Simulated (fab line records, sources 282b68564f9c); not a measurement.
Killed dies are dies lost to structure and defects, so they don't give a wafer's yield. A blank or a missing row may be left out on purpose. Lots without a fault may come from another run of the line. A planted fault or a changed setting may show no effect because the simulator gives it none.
A struck lot beside a sound one | flow rit_cmos | 15 steps out of a route of 202
Sound: wafers L730.1, L730.2, L730.5. Struck: wafer L740.3. (L740.1, L740.4 of the same lot were not struck and are left out.) The cause comes at the end.
At each step with rows: each side's tool, then ch and its chambers, then its first start. Under that, the readings that differ: sound wafers | struck wafers | difference of the means | sigmas: that difference in standard deviations of wafers without a fault.
alike: readings whose means differ by less than 2 such deviations, and words and numbers that are the same on both sides. not compared: withheld readings, readings that some wafer has no value for, bounds like >300 that may hide the same value, and numbers for which the record gives no deviation and whose values overlap.
The two part at a step that has a row with sigmas, a row that says differs or no value, or rows on one side only. Numbers that don't overlap but have no deviation are shown without sigmas and don't part them. A reading that every wafer of one side lacks parts them only if that side has two wafers or more.

first, 1 step without rows for these wafers: RIT_NLDD_IMPLANT_08.
RIT_NLDD_STRIP_09: strips in O2, time 180 s.
  sound on plasma_asher-02 ch 0,1, day 4 02:19; struck on plasma_asher-03 ch 1, day 6 02:46
  alike: drypump_motor_current_A, o2_flow_sccm
  not compared: rf_hours_counter_h
RIT_NLDD_TW_MEAS_10:
  sound on film_metro-02, day 4 02:29; struck on film_metro-04, day 6 02:56
  reading | sound          | struck | difference | sigmas
  NLDD_TW | 2449 2438 2461 | 2479   | +30        | +2
then, 6 steps without rows for these wafers: RIT_PLDD_HMDS_00 (prime time 60 s); RIT_PLDD_COAT_01 (resist thk 1000 nm); RIT_PLDD_SOFTBAKE_02 (time 60 s); RIT_PLDD_EXPOSE_03 (exposes mask M8, target cd 40900 nm); RIT_PLDD_PEB_04; RIT_PLDD_DEVELOP_05 (develop time 50 s).
RIT_PLDD_OVL_MEAS_06:
  sound on overlay-01, day 4 03:23; struck on overlay-02, day 6 03:58
  reading       | sound       | struck | difference | sigmas
  PLDD_OVL (nm) | 1.0 1.7 2.4 | -2.2   | -3.9       | -3
then, 2 steps without rows for these wafers: RIT_PLDD_HARDBAKE_07 (time 60 s); RIT_PLDD_IMPLANT_08.
RIT_PLDD_STRIP_09: strips in O2, time 180 s.
  sound on plasma_asher-02 ch 0,1, day 4 03:44; struck on plasma_asher-02 ch 1, day 6 04:19
  reading             | sound          | struck | difference | sigmas
  o2_flow_sccm (sccm) | 4003 4004 4001 | 1988   | -2015      | -99 or more
  alike: drypump_motor_current_A
  not compared: rf_hours_counter_h
RIT_PLDD_TW_MEAS_10:
  sound on film_metro-02, day 4 03:54; struck on film_metro-04, day 6 04:29
  reading | sound          | struck | difference | sigmas
  PLDD_TW | 2313 2314 2316 | 2358   | +44        | +3
RIT_M1_PROBE_99:
  sound on prober-01, day 4 17:35; struck on prober-01, day 6 18:46
  alike: killed_at_contacts, killed_at_front_end, killed_dies, killed_open, killed_short

WHERE THEY PART
First at RIT_NLDD_TW_MEAS_10; last, within this record, at RIT_PLDD_TW_MEAS_10. Later steps at which nothing parts them and some readings are alike: RIT_M1_PROBE_99.

WHY: what the simulator had put in
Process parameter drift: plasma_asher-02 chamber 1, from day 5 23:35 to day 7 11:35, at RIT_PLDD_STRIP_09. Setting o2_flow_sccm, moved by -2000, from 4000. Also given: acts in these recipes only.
